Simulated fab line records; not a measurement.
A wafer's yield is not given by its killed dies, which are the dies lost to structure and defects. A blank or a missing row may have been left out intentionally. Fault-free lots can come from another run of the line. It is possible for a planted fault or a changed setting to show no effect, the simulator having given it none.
8D (eight disciplines) problem report, filled in by code    flow ritCmos    the parts of the form that need people (team, actions taken, sign-off) are left out

## 1. THE PROBLEM
Wafers free of any fault read 275.3 ohm/sq (standard deviation 0.74) for NWELL_RS at RIT_WELLDRIVE_RS_MEAS_01, against a mean of 321.6 ohm/sq on 6 wafers of 2 lots. Relative to the usual mean, that is a shift of +63 standard deviations.
The step: measures by four-point-probe.
The first sign was on wafer L109.4 at day 4 17:58, on filmMetro-04. The record has a number at this step for 42 wafers belonging to 14 lots. Rule for "out" (also "out of limits"): further than 4 standard deviations from the usual mean. The other wafers with a number count as sound.

## 2. WHAT IT IS; WHAT IT IS NOT
question                     is                          is not
which readings at this step  NWELL_RS                    -
which lots                   L109, L111                  L100, L102, L103, L105, L106, L108, L113, L117, L119, L997, L998, L999
which wafers of those lots   all that have a number      -
read on which gauges         filmMetro-03, filmMetro-04  filmMetro-01
when                         from day 4 17:58            up to then (27 sound wafers); but 9 sound wafers of L113, L117, L119 came after

## 3. WHAT RULES OUT EACH SUSPECT
Counting: a tool stays on the suspect list if, at a process step up to the reading, it processed all lots that are out and no sound lot following the first of them.
- the gauge at RIT_WELLDRIVE_RS_MEAS_01 has been ruled out. Those wafers that are out were read across 2 gauges (filmMetro-03, filmMetro-04).
- furnace-04 at RIT_WELLDRIVE_ANNEAL_00 (time 14700 s): kept. All lots that are out passed through it, beginning with L109 at day 4 12:49, and no sound lot followed; its final sound lot before that point was L105 at day 3 17:52. Its own readings are out on those wafers: spikeTcCentreC, spikeTcLoadC, spikeTcSourceC.
Left after counting: furnace-04 at RIT_WELLDRIVE_ANNEAL_00.

## 4. THE CAUSE (what the simulator had put in)
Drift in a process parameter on furnace-04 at RIT_WELLDRIVE_ANNEAL_00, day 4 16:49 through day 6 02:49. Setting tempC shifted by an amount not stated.
Only this tool survived the counting.

## 5. SEQUENCE OF EFFECTS, ordered by route
Each row: a reading whose mean over the struck wafers that have a number lies more than 3 standard deviations from the usual. Readings are gone through only where the record gives a usual standard deviation; hours: the median, over the lots, of the time from a lot's start at the first step in this table giving one to that lot's start at this step; sigmas: the change measured in usual standard deviations.
hours  step                      reading         usual         on struck wafers  change  sigmas
0      RIT_WELLDRIVE_ANNEAL_00   spikeTcCentreC  1102.2 C      1061.7            -40.5   -25
0      RIT_WELLDRIVE_ANNEAL_00   spikeTcLoadC    1126.3 C      1085.7            -40.6   -21
0      RIT_WELLDRIVE_ANNEAL_00   spikeTcSourceC  1129.3 C      1091.2            -38.1   -14
5      RIT_WELLDRIVE_RS_MEAS_01  NWELL_RS        275.3 ohm/sq  321.6             +46.3   +63
5      RIT_WELLDRIVE_RS_MEAS_02  PWELL_RS        424.4 ohm/sq  467.3             +42.9   +39
Process steps it contains:
- RIT_WELLDRIVE_ANNEAL_00: time 14700 s.

## 6. HOW IT WOULD HAVE BEEN CAUGHT EARLIER
In this record the first reading out of limits at a measuring or inspecting step was taken at day 4 17:58, 1 hour after the fault began at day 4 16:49.
Tool's own readings at RIT_WELLDRIVE_ANNEAL_00, spikeTcCentreC, spikeTcLoadC, spikeTcSourceC: out on all struck wafers the step has rows for; an alarm limit on them would have tripped on the first.
Among the 2 lots that are out, L111 began RIT_WELLDRIVE_ANNEAL_00 on furnace-04 after day 4 17:58. Had the tool been put on hold then, it would have been spared.
